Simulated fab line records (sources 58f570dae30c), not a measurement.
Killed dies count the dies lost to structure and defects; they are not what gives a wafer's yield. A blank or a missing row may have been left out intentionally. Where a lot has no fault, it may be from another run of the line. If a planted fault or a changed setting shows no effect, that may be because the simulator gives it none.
Split-lot trial :: flow berkeley_cmos170 :: on a route of 331 steps: 5 lots, 23 wafers read

== ON THE SPLIT ==
At UCB170_M2_SPUTTER_01 (material Al, target thk 900 nm, time 120 s), the setting time_s was moved away from the recipe's 120 s on 8 of the 23 wafers read, by -11.7% to +13.2%. This setting was run at the recipe's value on the other wafers.

== THE PATH FROM SPLIT TO READING: the file shows 1 step between them ==
- UCB170_M2_RS_MEAS_02: measures by four-point-probe

== THE READING ==
M2_AL_THK, in nm, at UCB170_M2_THK_MEAS_03 (measures by xrf). On this fab line, fault-free wafers typically give 897 nm with a standard deviation of 7.8 nm.

wafer: L074.1
tool, chamber at the split: pvd_sputter-02, -
time_s as run, s: 120
against the recipe: recipe
M2_AL_THK, nm: 892
against lot-mates on the recipe: -

wafer: L074.5
tool, chamber at the split: pvd_sputter-02, -
time_s as run, s: 120
against the recipe: recipe
M2_AL_THK, nm: 886
against lot-mates on the recipe: -

wafer: L074.6
tool, chamber at the split: pvd_sputter-02, -
time_s as run, s: 120
against the recipe: recipe
M2_AL_THK, nm: 889
against lot-mates on the recipe: -

wafer: L076.1
tool, chamber at the split: pvd_sputter-02, -
time_s as run, s: 106
against the recipe: -11.7%
M2_AL_THK, nm: 800
against lot-mates on the recipe: -96

wafer: L076.3
tool, chamber at the split: pvd_sputter-02, -
time_s as run, s: 106
against the recipe: -11.7%
M2_AL_THK, nm: 795
against lot-mates on the recipe: -101

wafer: L076.4
tool, chamber at the split: pvd_sputter-02, -
time_s as run, s: 120
against the recipe: recipe
M2_AL_THK, nm: 892
against lot-mates on the recipe: -

wafer: L076.5
tool, chamber at the split: pvd_sputter-02, -
time_s as run, s: 106
against the recipe: -11.7%
M2_AL_THK, nm: 794
against lot-mates on the recipe: -102

wafer: L076.6
tool, chamber at the split: pvd_sputter-02, -
time_s as run, s: 120
against the recipe: recipe
M2_AL_THK, nm: 900
against lot-mates on the recipe: -

wafer: L083.1
tool, chamber at the split: pvd_sputter-02, -
time_s as run, s: 106.8
against the recipe: -11.0%
M2_AL_THK, nm: 806
against lot-mates on the recipe: -90

wafer: L083.3
tool, chamber at the split: pvd_sputter-02, -
time_s as run, s: 120
against the recipe: recipe
M2_AL_THK, nm: 897
against lot-mates on the recipe: -

wafer: L083.4
tool, chamber at the split: pvd_sputter-02, -
time_s as run, s: 106.8
against the recipe: -11.0%
M2_AL_THK, nm: 792
against lot-mates on the recipe: -104

wafer: L083.5
tool, chamber at the split: pvd_sputter-02, -
time_s as run, s: 106.8
against the recipe: -11.0%
M2_AL_THK, nm: 800
against lot-mates on the recipe: -96

wafer: L083.6
tool, chamber at the split: pvd_sputter-02, -
time_s as run, s: 120
against the recipe: recipe
M2_AL_THK, nm: 896
against lot-mates on the recipe: -

wafer: L085.1
tool, chamber at the split: pvd_sputter-03, -
time_s as run, s: 120
against the recipe: recipe
M2_AL_THK, nm: 904
against lot-mates on the recipe: -

wafer: L085.2
tool, chamber at the split: pvd_sputter-03, -
time_s as run, s: 120
against the recipe: recipe
M2_AL_THK, nm: 906
against lot-mates on the recipe: -

wafer: L085.4
tool, chamber at the split: pvd_sputter-03, -
time_s as run, s: 120
against the recipe: recipe
M2_AL_THK, nm: 902
against lot-mates on the recipe: -

wafer: L085.5
tool, chamber at the split: pvd_sputter-03, -
time_s as run, s: 120
against the recipe: recipe
M2_AL_THK, nm: 899
against lot-mates on the recipe: -

wafer: L085.6
tool, chamber at the split: pvd_sputter-03, -
time_s as run, s: 120
against the recipe: recipe
M2_AL_THK, nm: 895
against lot-mates on the recipe: -

wafer: L084.1
tool, chamber at the split: pvd_sputter-03, -
time_s as run, s: 120
against the recipe: recipe
M2_AL_THK, nm: 910
against lot-mates on the recipe: -

wafer: L084.2
tool, chamber at the split: pvd_sputter-03, -
time_s as run, s: 135.8
against the recipe: +13.2%
M2_AL_THK, nm: 1017
against lot-mates on the recipe: +106

wafer: L084.4
tool, chamber at the split: pvd_sputter-03, -
time_s as run, s: 120
against the recipe: recipe
M2_AL_THK, nm: 914
against lot-mates on the recipe: -

wafer: L084.5
tool, chamber at the split: pvd_sputter-03, -
time_s as run, s: 135.8
against the recipe: +13.2%
M2_AL_THK, nm: 1024
against lot-mates on the recipe: +113

wafer: L084.6
tool, chamber at the split: pvd_sputter-03, -
time_s as run, s: 120
against the recipe: recipe
M2_AL_THK, nm: 910
against lot-mates on the recipe: -

FIT RESULTS
A straight line over all 23 wafers: M2_AL_THK changes by +9.05 nm for each +1% of time_s; r = +0.99; the points scatter about the line by 7.3 nm.
The same after taking each lot's own level away (the mean of its wafers on the recipe; 23 wafers): +8.53 nm for each +1%; r = +1.00; scatter 3.9 nm.
On that fit, the largest move of time_s shifts the reading by 1.1e+02 nm.
From 889.0 to 911.3 nm: that is the span of the lots' own levels, equal to 2.9 times the standard deviation above.
Consequently the slope shifts little with the lot-to-lot level, the two slopes agreeing.
Check: for one of the wafers moved furthest among these (+13.2%), held out of the fit, the line's prediction against its lot-mates is +114 nm. Against them it came out at +106 nm.

== THE WHOLE CHAIN: every reading that the file lists as answering this split, in the file's order ==
step: UCB170_M2_SPUTTER_01
what it does: material Al, target thk 900 nm, time 120 s
reading: Al_of_M2_SPUTTER_01.thk_nm (the simulator's own value, which no gauge read)
change (the file's fit): +8.81 nm for each +1% of the setting
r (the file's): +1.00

step: UCB170_M2_RS_MEAS_02
what it does: measures by four-point-probe
reading: M2_AL_RS
change (the file's fit): -0.000326 for each +1% of the setting
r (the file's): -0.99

step: UCB170_M2_THK_MEAS_03
what it does: measures by xrf
reading: M2_AL_THK
change (the file's fit): +8.53 for each +1% of the setting
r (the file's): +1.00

== THE FILE'S OWN FIT ==
M2_AL_THK changes by +8.53 nm for each +1% of time_s, r = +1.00.
